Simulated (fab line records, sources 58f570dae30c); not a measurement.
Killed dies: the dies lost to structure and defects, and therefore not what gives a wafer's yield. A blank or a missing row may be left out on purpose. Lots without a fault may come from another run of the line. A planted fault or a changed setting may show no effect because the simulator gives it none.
One fault through the eyes of 2 desks || flow berkeley-cmos170 || each desk has only its own numbers; what lay behind them comes last

FROM THE METROLOGY DESK
What the gauges read for every lot (on any tool): the sampled wafers with a number, averaged. If a lot's mean is further than 4 standard deviations from the usual mean, the lot is out of limits and carries the mark OUT (the distance appears in the brackets).
Columns: A = V1_OVL at UCB170_V1_OVL_MEAS_13, usual -2 nm
{"lot": "L110", "first seen here": "day 7 12:50", "A": -4}
{"lot": "L111", "first seen here": "day 7 12:57", "A": -10}
{"lot": "L114", "first seen here": "day 8 20:52", "A": -1}
{"lot": "L117", "first seen here": "day 9 01:20", "A": -4}
{"lot": "L121", "first seen here": "day 9 18:04", "A": 2}
{"lot": "L120", "first seen here": "day 9 18:11", "A": -2}
{"lot": "L119", "first seen here": "day 9 18:28", "A": -1}
{"lot": "L123", "first seen here": "day 10 13:01", "A": -2}
{"lot": "L124", "first seen here": "day 10 13:19", "A": -2}
{"lot": "L125", "first seen here": "day 10 19:22", "A": 0}
{"lot": "L126", "first seen here": "day 11 00:12", "A": -2}
{"lot": "L129", "first seen here": "day 11 10:53", "A": -2}
{"lot": "L131", "first seen here": "day 11 19:20", "A": 2}
{"lot": "L132", "first seen here": "day 12 08:23", "A": 3}
Result from this desk: across the 14 lots, nothing is out of limits.

AT THE TOOL OWNER'S DESK: litho-track-02
The tool's own readings at UCB170_M2_HMDS_04 (prime time 60 s): means of the sampled wafers that have a number, for each lot that ran on this tool. If a lot's mean is further than 4 standard deviations from the usual mean, the lot is out of limits and carries the mark OUT (the distance appears in the brackets).
Columns: A = prime-temp-c at UCB170_M2_HMDS_04, usual 99.96 C
{"lot": "L110", "first seen here": "day 7 13:37", "A": 100.01}
{"lot": "L114", "first seen here": "day 8 21:59", "A": 99.97}
{"lot": "L120", "first seen here": "day 9 19:11", "A": 99.96}
{"lot": "L123", "first seen here": "day 10 13:47", "A": "100.86 (+6.9) OUT"}
{"lot": "L124", "first seen here": "day 10 14:14", "A": "101.02 (+8.2) OUT"}
Finding of this desk: L123, L124 out of limits; the first was L123 at day 10 13:47, on prime-temp-c at UCB170_M2_HMDS_04. In limits: L110, L114, L120.

TAKEN TOGETHER
On L123, L124, at day 10 13:47, an alarm was possible from the tool owner's desk.
The metrology desk saw nothing out of limits.
The metrology desk holds a record of L123, L124, inside its limits.
Every lot named ran UCB170_M2_HMDS_04 on litho-track-02.

WHAT THE SIMULATOR HAD INSERTED
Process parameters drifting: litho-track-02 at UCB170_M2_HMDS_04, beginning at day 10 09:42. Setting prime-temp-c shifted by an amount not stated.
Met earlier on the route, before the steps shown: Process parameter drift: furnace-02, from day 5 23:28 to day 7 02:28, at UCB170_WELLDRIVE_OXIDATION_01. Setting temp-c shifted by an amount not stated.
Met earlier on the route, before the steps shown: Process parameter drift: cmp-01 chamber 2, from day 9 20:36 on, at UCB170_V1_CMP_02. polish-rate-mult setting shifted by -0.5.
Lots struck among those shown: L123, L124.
Each desk's first reading out of limits, in hours after the fault started: the tool owner's desk, 4.
